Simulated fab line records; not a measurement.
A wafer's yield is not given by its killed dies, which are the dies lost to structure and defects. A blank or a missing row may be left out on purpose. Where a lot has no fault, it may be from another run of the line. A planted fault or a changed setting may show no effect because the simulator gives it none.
Chamber matching ; flow berkeley cmos170 ; UCB170_GATE_ETCH_14 on rie diel-02 has 4 sister chambers
The step etches BARC in N2/H2. 16 wafers are shown with their chamber, then 8 later ones without.

## WAFERS WITH THEIR CHAMBER
wafer;chamber;throttle valve pct (%);oes product au (a.u.)
L275.1;1;13.20;1.037
L275.2;0;13.48;0.963
L275.5;2;13.08;1.008
L277.1;1;13.23;1.027
L277.5;2;13.09;0.997
L277.6;1;13.21;1.040
L284.1;0;13.50;0.951
L284.4;1;13.23;1.031
L284.5;1;13.22;1.035
L282.3;0;13.48;0.948
L282.4;3;13.46;0.962
L282.5;3;13.48;0.950
L293.3;2;13.09;1.002
L293.4;3;13.47;0.945
L293.5;1;13.20;1.039
L296.2;0;13.49;0.969

SIGNATURES (averages over the wafers above)
reading;chamber 0;chamber 1;chamber 2;chamber 3;scatter within a chamber
throttle valve pct;13.4875;13.2150;13.0867;13.4700;0.0111
oes product au;0.95775;1.03483;1.00233;0.95233;0.00726
Rule: a wafer's distance from a chamber is the root of the sum, over the readings, of the square of ((its reading less the chamber's mean) divided by the reading's scatter). If the next closest chamber is less than 2 further off than the closest, the wafer can't be placed; otherwise it belongs to the closest. The scatter: the root of (the sum of the squares of (reading less its chamber's mean) over the shown wafers, divided by (wafers less chambers)).

## WAFERS MISSING THEIR CHAMBER
wafer;throttle valve pct (%);oes product au (a.u.)
L296.4;13.46;0.964
L296.5;13.49;0.962
L295.1;13.49;0.961
L295.2;13.46;0.958
L295.6;13.49;0.963
L298.1;13.51;0.959
L298.2;13.22;1.036
L298.3;13.46;0.961

## EACH ONE'S CHAMBER
wafer;from the rows above;in truth
L296.4;can't be placed: 3 or 0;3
L296.5;can't be placed: 0 or 3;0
L295.1;can't be placed: 0 or 3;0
L295.2;can't be placed: 3 or 0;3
L295.6;can't be placed: 0 or 3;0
L298.1;can't be placed: 0 or 3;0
L298.2;1;1
L298.3;can't be placed: 3 or 0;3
Correct placement for 1 of the 8. Cannot be placed on the basis of these rows: 7; the candidates contain the true chamber in 7. Placed wrongly: 0.
